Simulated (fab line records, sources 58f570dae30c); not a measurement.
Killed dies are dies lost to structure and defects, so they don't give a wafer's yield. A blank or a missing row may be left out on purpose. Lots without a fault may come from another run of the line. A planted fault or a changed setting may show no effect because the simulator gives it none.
A struck lot beside a sound one | flow berkeley_cmos170 | 17 steps out of a route of 331
Sound: wafers L599.2, L599.3, L599.5. Struck: wafers L617.1, L617.4, L617.6. The cause comes at the end.
At each step with rows: each side's tool, then ch and its chambers, then its first start. Under that, the readings that differ: sound wafers | struck wafers | difference of the means | sigmas: that difference in standard deviations of wafers without a fault.
alike: readings whose means differ by less than 2 such deviations, and words and numbers that are the same on both sides. not compared: withheld readings, readings that some wafer has no value for, bounds like >300 that may hide the same value, and numbers for which the record gives no deviation and whose values overlap.
The two part at a step that has a row with sigmas, a row that says differs or no value, or rows on one side only. Numbers that don't overlap but have no deviation are shown without sigmas and don't part them. A reading that every wafer of one side lacks parts them only if that side has two wafers or more.

UCB170_NVT_OVL_MEAS_06:
  sound on overlay-02, day 7 03:17; struck on overlay-02, day 11 04:02
  alike: NVT_OVL
then, 1 step without rows for these wafers: UCB170_NVT_IMPLANT_07.
UCB170_NVT_STRIP_08: strips in O2.
  sound on plasma_asher-04 ch 1, day 7 03:28; struck on plasma_asher-02 ch 0,1, day 11 04:13
  alike: drypump_motor_current_A, oes_product_au, strip_time_to_endpoint_s
  not compared: rf_hours_counter_h
UCB170_NVT_TW_MEAS_09:
  sound on film_metro-04, day 7 03:34; struck on film_metro-02, day 11 04:19
  alike: NVT_TW
then, 7 steps without rows for these wafers: UCB170_NVT_CLEAN_10 (cleans in SPM, time 600 s); UCB170_PVT_HMDS_00 (prime time 60 s); UCB170_PVT_COAT_01 (resist thk 900 nm); UCB170_PVT_SOFTBAKE_02 (time 60 s); UCB170_PVT_EXPOSE_03 (exposes mask NWELL, target cd 3000 nm); UCB170_PVT_PEB_04; UCB170_PVT_DEVELOP_05 (develop time 45 s).
UCB170_PVT_OVL_MEAS_06:
  sound on overlay-01, day 7 05:08; struck on overlay-01, day 11 07:19
  alike: PVT_OVL
UCB170_PVT_IMPLANT_07:
  sound on implanter-02 ch 0, day 7 05:11; struck on implanter-02 ch 0, day 11 07:21
  reading                   | sound                | struck               | difference | sigmas
  beam_energy_keV           | 30.019 30.003 30.012 | 27.907 27.910 27.905 | -2.104     | -99 or more
  model.implant.rp_nm (nm)  | 37.58 37.58 37.58    | 34.64 34.64 34.64    | -2.94      |
  model.implant.drp_nm (nm) | 16.56 16.56 16.56    | 15.86 15.86 15.86    | -0.70      |
  alike: faraday_current_uA
UCB170_PVT_STRIP_08: strips in O2.
  sound on plasma_asher-03 ch 0,1, day 7 05:19; struck on plasma_asher-01 ch 0,1, day 11 07:30
  reading                     | sound       | struck      | difference | sigmas
  drypump_motor_current_A (A) | 5.0 5.0 4.8 | 5.9 5.3 5.9 | +0.8       | +2
  alike: oes_product_au, strip_time_to_endpoint_s
  not compared: rf_hours_counter_h
UCB170_PVT_TW_MEAS_09:
  sound on film_metro-01, day 7 05:26; struck on film_metro-01, day 11 07:36
  alike: PVT_TW
then, 2 steps without rows for these wafers: UCB170_GATE_WET_ETCH_00 (etches SiO2 in dHF, time 200 s); UCB170_M3_PROBE_99.

WHERE THEY PART
First at UCB170_PVT_IMPLANT_07; last, within this record, at UCB170_PVT_STRIP_08. Later steps at which nothing parts them and some readings are alike: UCB170_PVT_TW_MEAS_09.

WHY: what the simulator had put in
Process parameter drift: implanter-02, from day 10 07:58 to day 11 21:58, at UCB170_PVT_IMPLANT_07. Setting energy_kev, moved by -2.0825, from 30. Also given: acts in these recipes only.
